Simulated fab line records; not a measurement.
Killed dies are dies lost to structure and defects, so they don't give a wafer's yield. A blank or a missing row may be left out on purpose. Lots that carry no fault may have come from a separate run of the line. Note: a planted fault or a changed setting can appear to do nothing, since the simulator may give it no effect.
Matching of chambers | flow berkeleyCmos170 | UCB170_SPACER_CVD_00 on pecvd-02: 3 sister chambers
The step deposits SiO2 from TEOS/O2, target thk 376 nm, time 47 s. 3 wafers are shown with their chamber, then 7 later ones without.

## WAFERS WITH THEIR CHAMBER
wafer  | chamber | heaterPowerW (W)
L143.6 | 2       | 207
L148.2 | 0       | 331
L148.4 | 1       | 302

## WAFERS WITH NO CHAMBER GIVEN
wafer  | heaterPowerW (W)
L148.5 | 340
L151.1 | 319
L151.5 | 331
L151.6 | 267
L152.1 | 323
L152.3 | 346
L152.6 | 232

## EACH ONE'S CHAMBER
wafer  | from the rows above          | in truth
L148.5 | can't be placed: 0 or 1      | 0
L151.1 | can't be placed: 0 or 1      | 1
L151.5 | can't be placed: 0 or 1      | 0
L151.6 | can't be placed: 1 or 2 or 0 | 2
L152.1 | can't be placed: 0 or 1      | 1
L152.3 | can't be placed: 0 or 1      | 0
L152.6 | 2                            | 2
Correct placement for 1 of the 7. Not placeable from these rows: 6 (in 6, the candidates include the true chamber). 0 placed wrongly.
How it was worked out, from the rows above alone: a wafer's distance from a chamber is the root of the sum, over the readings, of the square of ((its reading less the chamber's mean) divided by the reading's scatter). If the next closest chamber is less than 2 further off than the closest, the wafer can't be placed; otherwise it belongs to the closest. A chamber's mean is the mean of its shown wafers. The scatter: root of mean squared gap, hidden wafer to nearest shown wafer, with one shown wafer a chamber.
